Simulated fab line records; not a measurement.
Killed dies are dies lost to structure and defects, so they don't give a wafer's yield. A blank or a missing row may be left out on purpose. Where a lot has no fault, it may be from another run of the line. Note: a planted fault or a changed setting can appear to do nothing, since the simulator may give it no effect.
The same fault as seen by 2 desks    flow berkeley-cmos170    every desk sees just its own numbers, and what lay behind them comes last

FOR THE TOOL OWNER'S DESK: rie-metal-02
The tool's own readings at UCB170_M2_METAL_ETCH_18 (etches Al in Cl2/BCl3, stops on SiO2, target depth 1170 nm, time 195 s): means of the sampled wafers that have a number, for each lot that ran on this tool. The brackets show how far a lot's mean lies from the usual mean; more than 4 standard deviations puts the lot out of limits, marked OUT.
Columns: A = drypump-motor-current-A at UCB170_M2_METAL_ETCH_18, usual 5.74 A; B = oes-product-au at UCB170_M2_METAL_ETCH_18, usual 0.858 a.u.; C = throttle-valve-pct at UCB170_M2_METAL_ETCH_18, usual 24.39 %
lot   first seen here  A     B      C
L643  day 9 00:23      5.50  0.847  24.31
L646  day 9 15:47      5.41  0.852  24.13
L645  day 9 18:38      5.42  0.856  24.12
L651  day 11 03:46     5.58  0.838  24.47
L653  day 11 18:32     5.58  0.843  24.48
L656  day 12 14:19     5.51  0.847  24.30
L661  day 13 15:11     5.52  0.855  24.29
This desk's verdict: no lot among the 7 shows anything out of limits.

METROLOGY DESK
What the gauges read for every lot (on any tool): the sampled wafers with a number, averaged. The brackets show how far a lot's mean lies from the usual mean; more than 4 standard deviations puts the lot out of limits, marked OUT.
Columns: A = V1_POLISHED_THK at UCB170_V1_THK_MEAS_04, usual 1000.2 nm; B = V2_OVL at UCB170_V2_OVL_MEAS_13, usual 3 nm
lot   first seen here  A       B
L641  day 8 04:44      999.2   -5
L642  day 8 18:45      1000.2  1
L643  day 8 20:04      998.6   5
L644  day 9 07:29      1001.8  2
L646  day 9 11:48      1001.1  -8
L647  day 9 13:08      1000.2  2
L645  day 9 14:28      1000.7  4
L648  day 9 22:32      999.6   7
L651  day 10 23:00     999.6   6
L653  day 11 13:48     1001.3  8
L656  day 12 10:29     1000.2  5
L661  day 13 09:56     1000.4  2
L664  day 14 01:35     1000.2  -3
L663  day 14 02:55     1000.5  3
This desk's verdict: no lot among the 14 shows anything out of limits.

TAKEN TOGETHER
Nothing out of limits was seen by the tool owner's desk.
Nothing out of limits was seen by the metrology desk.

WHAT THE SIMULATOR HAD INSERTED
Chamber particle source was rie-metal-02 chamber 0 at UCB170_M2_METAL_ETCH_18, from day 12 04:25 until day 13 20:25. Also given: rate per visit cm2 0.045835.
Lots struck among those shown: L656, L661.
